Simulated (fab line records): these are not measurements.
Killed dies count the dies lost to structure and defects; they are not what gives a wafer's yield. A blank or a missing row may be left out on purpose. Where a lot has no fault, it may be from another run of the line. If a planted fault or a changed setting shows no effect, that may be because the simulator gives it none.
Commonality check across tools	flow rit-cmos	Sample size 13 lots and 39 wafers

## REASON IT WAS OPENED
Of 13 lots, 4 have the reading NLDD_TW flagged at RIT_NLDD_TW_MEAS_10. Fault-free wafers read 2491, with a standard deviation of 21.
Rule: a lot is flagged when every wafer of it that has a number lies more than 4 standard deviations from that mean, or none has a number. The rest of the lots are taken to be sound.

lot	measured	on	NLDD_TW, wafer by wafer	flag
L117	day 2 18:05	film-metro-01	2509 2500 2506	
L118	day 2 23:43	film-metro-03	2498 2492 2504	
L119	day 3 03:41	film-metro-01	2502 2496 2492	
L120	day 3 09:37	film-metro-03	2504 2509 2498	
L121	day 3 13:31	film-metro-04	2468 2469 2470	
L122	day 3 18:25	film-metro-04	2478 2496 2487	
L123	day 4 00:08	film-metro-04	2484 2485 2479	
L124	day 4 04:36	film-metro-04	2475 2472 2477	
L125	day 4 10:40	film-metro-01	2502 2491 2493	
L126	day 4 14:38	film-metro-01	1330 1328 1337	FLAGGED
L127	day 4 19:46	film-metro-01	1321 1324 1326	FLAGGED
L128	day 5 00:05	film-metro-01	1334 1329 1323	FLAGGED
L129	day 5 07:17	film-metro-03	1335 1341 1334	FLAGGED
Average over the flagged lots: 1330; offset from the usual -1161, equal to -55 standard deviations.

## WHICH TOOL EACH LOT WENT THROUGH
The record keeps 1 process step preceding the reading, out of 202 steps on the route. Each cell gives the tool, then ch followed by the chambers the sampled wafers passed through, then the start.
lot	flag	RIT_NLDD_IMPLANT_08
L117		implanter-03 ch 0, day 2 17:46
L118		implanter-01 ch 0, day 2 23:23
L119		implanter-02 ch 0, day 3 03:22
L120		implanter-01 ch 0, day 3 09:17
L121		implanter-02 ch 0, day 3 13:11
L122		implanter-01 ch 0, day 3 18:07
L123		implanter-01 ch 0, day 3 23:50
L124		implanter-01 ch 0, day 4 04:17
L125		implanter-01 ch 0, day 4 10:20
L126	FLAGGED	implanter-02 ch 0, day 4 14:20
L127	FLAGGED	implanter-02 ch 0, day 4 19:26
L128	FLAGGED	implanter-02 ch 0, day 4 23:46
L129	FLAGGED	implanter-03 ch 0, day 5 07:01
What the steps here do:
- RIT_NLDD_IMPLANT_08
- RIT_NLDD_TW_MEAS_10

## FLAGGED OVER TOTAL, TOOL BY TOOL (the gauges that took the reading come last)
step	tool	lots run	flagged	share of the flagged lots	sound lots run after its first flagged lot
RIT_NLDD_IMPLANT_08	implanter-01	6	0	none	-
RIT_NLDD_IMPLANT_08	implanter-02	5	3	some	0
RIT_NLDD_IMPLANT_08	implanter-03	2	1	some	0
RIT_NLDD_TW_MEAS_10	film-metro-01	6	3	some	0
RIT_NLDD_TW_MEAS_10	film-metro-03	3	1	some	0
RIT_NLDD_TW_MEAS_10	film-metro-04	4	0	none	-

## WHAT THE TABLE PERMITS
No row of the table ran every flagged lot.

## WHAT THE SIMULATOR HAD INSERTED
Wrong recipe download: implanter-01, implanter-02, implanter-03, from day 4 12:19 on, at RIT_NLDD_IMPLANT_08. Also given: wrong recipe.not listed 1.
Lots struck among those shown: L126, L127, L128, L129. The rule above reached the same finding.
